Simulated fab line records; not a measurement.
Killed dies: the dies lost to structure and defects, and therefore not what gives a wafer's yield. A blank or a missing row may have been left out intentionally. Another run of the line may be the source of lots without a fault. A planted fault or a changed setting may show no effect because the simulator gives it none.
A lot that was struck, set against a sound lot -- flow rit-cmos -- 17 out of 202 route steps
Sound: these wafers, L511.3, L511.4, L511.5. The struck wafers were L522.2, L522.5, L522.6. The cause is named last.
Order at every step that has rows: each side's tool, ch and its chambers, its first start. Under that, the readings that differ: sound wafers -- struck wafers -- difference of the means -- sigmas: that difference in standard deviations of wafers without a fault.
alike: a reading whose means differ by less than 2 such deviations, as well as words and numbers matching on both sides. not compared: withheld readings; readings where some wafer has no value; bounds like >300 that might hide an equal value; numbers whose values overlap and for which the record gives no deviation.
Wherever a step has rows on one side only, a row that says differs or no value, or a row with sigmas, the two part there. Numbers that don't overlap but have no deviation are shown without sigmas and don't part them. A reading missing from all wafers of one side parts the sides only when that side holds two or more wafers.

first, 1 step without rows for these wafers: RIT_PRETRO_DEVELOP_05 (develop time 68 s).
RIT_PRETRO_OVL_MEAS_06:
  sound: overlay-01 at day 3 17:18; struck: overlay-02 at day 6 00:51
  alike: PRETRO_OVL
then, 2 steps without rows for these wafers: RIT_PRETRO_HARDBAKE_07 (time 120 s); RIT_PRETRO_IMPLANT_08.
RIT_PRETRO_STRIP_09: strips in O2, time 180 s.
  sound on plasma-asher-02 ch 0,1, day 3 17:47; struck on plasma-asher-02 ch 0,1, day 6 01:17
  alike: drypump-motor-current-A
  not compared: rf-hours-counter-h
RIT_PRETRO_TW_MEAS_10:
  sound: film-metro-02 at day 3 17:55; struck: film-metro-04 at day 6 01:28
  alike: PRETRO_TW
then, 5 steps without rows for these wafers: RIT_GATE_WET_ETCH_00 (etches SiO2 in BOE, target depth 56 nm, time 60 s); RIT_GATE_CLEAN_01 (cleans in SC1, time 600 s); RIT_GATE_CLEAN_02 (cleans in dHF, time 30 s); RIT_GATE_CLEAN_03 (cleans in SC2, time 600 s); RIT_GATE_CLEAN_04 (cleans in dHF, time 60 s).
RIT_FOX2_THK_MEAS_91:
  sound: film-metro-03 at day 3 18:24; struck: film-metro-03 at day 6 01:58
  alike: FIELD_OXIDE_LEFT_2_THK
RIT_GATE_OXIDATION_05: target thk 3 nm, ox time 270 s.
  sound on furnace-04 ch 0, day 3 19:19; struck on furnace-01 ch 0, day 6 02:01
reading,sound,struck,difference,sigmas
ox-time-s (s),270 270 270,513 513 513,+243,
zone-power-source-pct (%),22.7 23.2 22.6,28.6 28.3 28.6,+5.7,+2
model.SiO2_of_GATE_OXIDATION_05.thk-nm (nm),3.114 3.059 3.045,4.885 4.858 4.898,+1.808,
then, 1 step without rows for these wafers: RIT_GATE_ANNEAL_06 (time 600 s).
RIT_GATE_THK_MEAS_07:
  sound: film-metro-04 at day 3 20:40; struck: film-metro-03 at day 6 03:20
reading,sound,struck,difference,sigmas
GATE_OXIDE_THK (nm),3.08 3.00 3.06,4.90 4.87 4.90,+1.84,+28
then, 1 step without rows for these wafers: RIT_GATE_CVD_08 (deposits poly-Si from SiH4, target thk 250 nm, time 2220 s).
RIT_M1_PROBE_99:
  sound: prober-01 at day 4 19:46; struck: prober-02 at day 7 02:47
reading,sound,struck,difference,sigmas
model.etest.pmos_0p3.r-on-ohm-um,6378 6296 6180,1.016e+04 9990 1.009e+04,+3.795e+03,
model.etest.pmos-turned.r-on-ohm-um,3248 3314 3190,4771 4598 4655,+1424,
model.etest.nmos_0p3.r-on-ohm-um,2220 2184 2171,3257 3271 3243,+1065,
model.etest.pmos_0p15.r-on-ohm-um,2627 2675 2577,3851 3709 3792,+1158,
model.etest.nmos_0p15.r-on-ohm-um,1105 1105 1106,1430 1372 1391,+292,
model.etest.nmos_0p15.drive-ua-um,469.8 462.6 481.2,296.5 313 308.5,-165.2,
model.etest.nmos-narrow.drive-ua-um,213 216.5 223.6,103.2 105.3 104,-113.5,
model.etest.nmos_0p3.drive-ua-um,211.9 217.7 221.4,106.3 108 105.9,-110.3,
  alike: killed-at-front-end, killed-dies, killed-open, killed-short

## WHERE THEY PART
At RIT_GATE_OXIDATION_05 first; at RIT_GATE_THK_MEAS_07 last (within this record only). Later steps at which nothing parts them and some readings are alike: RIT_M1_PROBE_99.

WHY: whatever the simulator had introduced
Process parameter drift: furnace-01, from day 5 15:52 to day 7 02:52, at RIT_GATE_OXIDATION_05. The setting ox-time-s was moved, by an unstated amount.
